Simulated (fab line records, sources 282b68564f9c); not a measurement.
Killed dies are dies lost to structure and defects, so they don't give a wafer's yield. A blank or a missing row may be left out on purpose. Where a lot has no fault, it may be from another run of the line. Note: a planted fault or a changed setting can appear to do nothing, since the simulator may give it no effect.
Which of the tools did it?	flow rit cmos	8 lots with 24 wafers sampled at 3 steps, on a route of 202 steps

== WHAT EACH GAUGE READ, for each wafer ==
RIT_PSD_TW_MEAS_10.
lot	measured	on	PSD_TW
L863	day 5 02:34	film metro-02	3417 3410 3402
L865	day 5 12:22	film metro-01	3342 3328 3345
L866	day 5 19:09	film metro-03	3462 3421 3440
L867	day 6 01:02	film metro-02	3412 3401 3429
L870	day 6 09:21	film metro-01	3358 3343 3346
L872	day 6 19:52	film metro-02	3408 3421 3423
L874	day 7 04:31	film metro-01	3369 3389 3367
L876	day 7 15:50	film metro-02	3395 3381 3397

== TOOL THAT RAN EACH LOT (tool first, then ch and the chambers of the sampled wafers, then the start) ==
lot	RIT_GATE_ETCH_19	RIT_PSD_STRIP_09
L863	rie si-01 ch 0,3, day 4 14:10	plasma asher-02 ch 1, day 5 02:23
L865	rie si-01 ch 1,3, day 4 23:12	plasma asher-03 ch 0,1, day 5 12:12
L866	rie si-02 ch 0,1,2, day 5 05:58	plasma asher-03 ch 0,1, day 5 18:59
L867	rie si-02 ch 0,2,3, day 5 12:16	plasma asher-03 ch 0,1, day 6 00:52
L870	rie si-02 ch 0,2,3, day 5 21:01	plasma asher-04 ch 0,1, day 6 09:10
L872	rie si-02 ch 1,3, day 6 07:59	plasma asher-03 ch 0,1, day 6 19:41
L874	rie si-02 ch 1,3, day 6 16:31	plasma asher-02 ch 0,1, day 7 04:20
L876	rie si-02 ch 2,3, day 7 03:10	plasma asher-03 ch 0,1, day 7 15:38
- RIT_GATE_ETCH_19: etches poly-Si in SF6/CHF3/O2, stops on SiO2, time 165 s, target depth 312.5 nm.
- RIT_PSD_STRIP_09: strips in O2, time 180 s.

== THE ANSWER, worked out from the rows above alone ==
Rule: what is usual is taken from the lots themselves. The widest of any qualifying gaps counts: lots, ordered by their means at a reading, are off when they make up no more than a third of the lots, leave a main group of 4 or more, and stand apart from it by 3 or more times the standard deviation of that group's means. A main group is skipped when, at the precision printed for the reading in the tables above, its means are all equal. A lot without any number at a reading at which 4 lots or more have one is off too. Where the step has rows for the other lots, those lots are counted as sound.
Nothing can be told from this: no lot is off at any reading shown.

== WHAT THE SIMULATOR PUT IN ==
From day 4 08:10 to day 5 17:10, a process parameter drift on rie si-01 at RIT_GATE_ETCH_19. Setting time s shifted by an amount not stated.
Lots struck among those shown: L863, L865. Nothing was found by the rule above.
